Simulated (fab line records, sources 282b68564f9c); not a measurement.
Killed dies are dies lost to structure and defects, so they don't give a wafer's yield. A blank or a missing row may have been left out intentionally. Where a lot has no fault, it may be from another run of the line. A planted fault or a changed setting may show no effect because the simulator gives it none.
A lot that was struck, set against a sound lot | flow rit cmos | 17 out of 202 route steps
Sound: the wafers L229.3, L229.4, L229.6. Struck: wafers L243.2, L243.5 (left out: L243.4, a lot-mate that was not struck); the cause follows at the end.
At each step with rows: each side's tool, then ch and its chambers, then its first start. Under that, the readings that differ: sound wafers | struck wafers | difference of the means | sigmas: that difference in standard deviations of wafers without a fault.
alike: same words and numbers on both sides, and readings whose means sit less than 2 such deviations apart. not compared: any withheld reading, any reading some wafer has no value for, any bound like >300 that may hide the same value, and any number with overlapping values for which the record gives no deviation.
Wherever a step has rows on one side only, a row that says differs or no value, or a row with sigmas, the two part there. Numbers that have no deviation but don't overlap get no sigmas and don't part them. Lack of a reading on every wafer of one side parts them only where that side has two or more wafers.

first, 4 steps without rows for these wafers: RIT_CONTACT_SOFTBAKE_04 (time 60 s); RIT_CONTACT_EXPOSE_05 (exposes mask M11, target cd 1000 nm); RIT_CONTACT_PEB_06; RIT_CONTACT_DEVELOP_07 (develop time 120 s).
RIT_CONTACT_CD_MEAS_08 targets a cd of 1000 nm.
  struck on cd sem-02, day 6 13:16; sound on cd sem-02, day 3 15:06
  alike: cd nm
RIT_CONTACT_OVL_MEAS_09:
  struck on overlay-02, day 6 13:22; sound on overlay-02, day 3 15:11
  reading          | sound       | struck    | difference | sigmas
  CONTACT_OVL (nm) | 2.1 2.9 1.6 | -0.1 -1.7 | -3.1       | -2
then, 1 step without rows for these wafers: RIT_CONTACT_HARDBAKE_10 (time 60 s).
RIT_CONTACT_ETCH_11: etches SiO2 in CHF3/CF4/Ar, stops on TiSi2, target depth 480 nm, time 320 s.
  sound on rie diel-01 ch 0,3, day 3 15:22; struck on rie diel-04 ch 2,3, day 6 13:33
  alike: drypump motor current A, oes product au, throttle valve pct
  not compared: rf hours counter h
RIT_CONTACT_STRIP_12: strips in O2, time 180 s.
  sound on plasma asher-04 ch 0,1, day 3 15:37; struck on plasma asher-02 ch 1, day 6 13:45
  reading                     | sound       | struck  | difference | sigmas
  drypump motor current A (A) | 5.0 6.3 6.3 | 4.7 4.7 | -1.2       | -2
  not compared: rf hours counter h
RIT_CONTACT_CD_MEAS_90 targets a cd of 1000 nm.
  struck on cd sem-01, day 6 13:56; sound on cd sem-01, day 3 15:47
  alike: cd nm
then, 2 steps without rows for these wafers: RIT_CONTACT_CLEAN_13 (cleans in SC1, time 600 s); RIT_CONTACT_CLEAN_14 (cleans in SC2, time 600 s).
RIT_M1_SPUTTER_00: material Al, target thk 400 nm, time 500 s.
  struck on pvd sputter-04, day 6 14:23; sound on pvd sputter-04, day 3 16:14
  reading                               | sound             | struck      | difference | sigmas
  model.Al_of_M1_SPUTTER_00.thk nm (nm) | 401.7 397.8 400.6 | 366.6 368.3 | -32.6      |
  alike: throttle valve pct
RIT_M1_RS_MEAS_01: the measuring method here is four-point-probe.
  struck on film metro-04, day 6 14:43; sound on film metro-04, day 3 16:34
  reading           | sound                | struck        | difference | sigmas
  M1_AL_RS (ohm/sq) | 0.0729 0.0736 0.0731 | 0.0801 0.0798 | +0.0067    | +11
RIT_M1_THK_MEAS_02: measures by xrf.
  struck on film metro-04, day 6 14:49; sound on film metro-04, day 3 16:40
  reading        | sound       | struck  | difference | sigmas
  M1_AL_THK (nm) | 398 397 397 | 365 368 | -31        | -8
then, 1 step without rows for these wafers: RIT_M1_HMDS_03 (prime time 60 s).
RIT_M1_PROBE_99:
  struck on prober-02, day 6 18:28; sound on prober-02, day 3 21:28
  reading                  | sound                   | struck          | difference | sigmas
  killed_at_M0_to_M3       | 1 0 0                   | 0 0             | +0         | -3
  model.etest.m1.rs ohm sq | 0.07293 0.07224 0.07249 | 0.07918 0.07897 | +0.00652   |
  alike: defect limited yield, killed at contacts, killed at front end, killed dies, killed open, killed short, sort_bin_3_pad_short, sort_bin_5_function, sort_bin_6_memory, sort n pass, sort yield pct

== WHERE THEY PART ==
First at RIT_CONTACT_OVL_MEAS_09; last, within this record, at RIT_M1_PROBE_99.

WHY: what had been put in by the simulator
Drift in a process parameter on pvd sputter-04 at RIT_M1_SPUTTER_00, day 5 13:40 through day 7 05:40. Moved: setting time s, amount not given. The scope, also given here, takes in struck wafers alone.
